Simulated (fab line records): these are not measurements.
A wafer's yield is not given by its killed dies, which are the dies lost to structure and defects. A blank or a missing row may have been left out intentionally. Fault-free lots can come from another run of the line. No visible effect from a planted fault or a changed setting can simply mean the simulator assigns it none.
A lot that was struck, set against a sound lot ; flow rit_cmos ; 14 out of 202 route steps
Sound: these wafers, L863.3, L863.4, L863.5. Wafers struck: L875.3, L875.4, L875.6. The cause is named last.
Order at every step that has rows: each side's tool, ch and its chambers, its first start. Under that, the readings that differ: sound wafers ; struck wafers ; difference of the means ; sigmas: that difference in standard deviations of wafers without a fault.
alike: readings with means less than 2 such deviations apart, plus words and numbers identical on both sides. not compared: withheld readings, readings lacking a value on some wafer, bounds such as >300 that could conceal the same value, and numbers that have no deviation in the record and whose values overlap.
The two part at a step that has a row with sigmas, a row that says differs or no value, or rows on one side only. Non-overlapping numbers with no deviation appear without sigmas and do not part them. Lack of a reading on every wafer of one side parts them only where that side has two or more wafers.

first, 1 step without rows for these wafers: RIT_CONTACT_HARDBAKE_10 (time 60 s).
RIT_CONTACT_ETCH_11: etches SiO2 in CHF3/CF4/Ar, stops on TiSi2, target depth 480 nm, time 320 s.
  sound on rie_diel-03 ch 0,3, day 3 15:26; struck on rie_diel-03 ch 0,2,3, day 6 02:50
  alike: drypump_motor_current_A, oes_product_au, throttle_valve_pct
  not compared: rf_hours_counter_h
RIT_CONTACT_STRIP_12: strips in O2, time 180 s.
  sound on plasma_asher-03 ch 0,1, day 3 15:41; struck on plasma_asher-04 ch 0,1, day 6 03:05
  alike: drypump_motor_current_A
  not compared: rf_hours_counter_h
RIT_CONTACT_CD_MEAS_90 targets a cd of 1000 nm.
  sound on cd_sem-01 at day 3 15:50; struck on cd_sem-01 at day 6 03:17
  alike: cd_nm
then, 2 steps without rows for these wafers: RIT_CONTACT_CLEAN_13 (cleans in SC1, time 600 s); RIT_CONTACT_CLEAN_14 (cleans in SC2, time 600 s).
RIT_M1_SPUTTER_00: material Al, target thk 400 nm, time 500 s.
  sound on pvd_sputter-01 at day 3 16:16; struck on pvd_sputter-03 at day 6 03:43
  alike: chamber_pressure_pa, substrate_temp_c, throttle_valve_pct
RIT_M1_RS_MEAS_01: the measuring method here is four-point-probe.
  sound on film_metro-02 at day 3 16:37; struck on film_metro-01 at day 6 04:04
reading;sound;struck;difference;sigmas
M1_AL_RS (ohm/sq);0.0751 0.0753 0.0741;0.0722 0.0716 0.0719;-0.0029;-4
RIT_M1_THK_MEAS_02: measures by xrf.
  sound on film_metro-02 at day 3 16:43; struck on film_metro-01 at day 6 04:10
reading;sound;struck;difference;sigmas
M1_AL_THK (nm);384 383 389;404 407 406;+20;+4
then, 3 steps without rows for these wafers: RIT_M1_HMDS_03 (prime time 60 s); RIT_M1_COAT_04 (resist thk 1322 nm); RIT_M1_SOFTBAKE_05 (time 60 s).
RIT_M1_EXPOSE_06: exposes mask M12, target cd 2600 nm.
  sound on iline_stepper-01 ch 0, day 3 17:14; struck on iline_stepper-01, day 6 04:49
  no value came back on the struck wafers for exposure_dose_mJ_cm2, focus_offset_nm (nm); on the sound wafers exposure_dose_mJ_cm2 reads 251.81 251.60 251.94
  alike: mask
following that, these wafers have no rows for 1 step: RIT_M1_PEB_07.

WHERE THEY PART
Earliest at RIT_M1_RS_MEAS_01; latest, in this record, at RIT_M1_EXPOSE_06.

WHY: whatever the simulator had introduced
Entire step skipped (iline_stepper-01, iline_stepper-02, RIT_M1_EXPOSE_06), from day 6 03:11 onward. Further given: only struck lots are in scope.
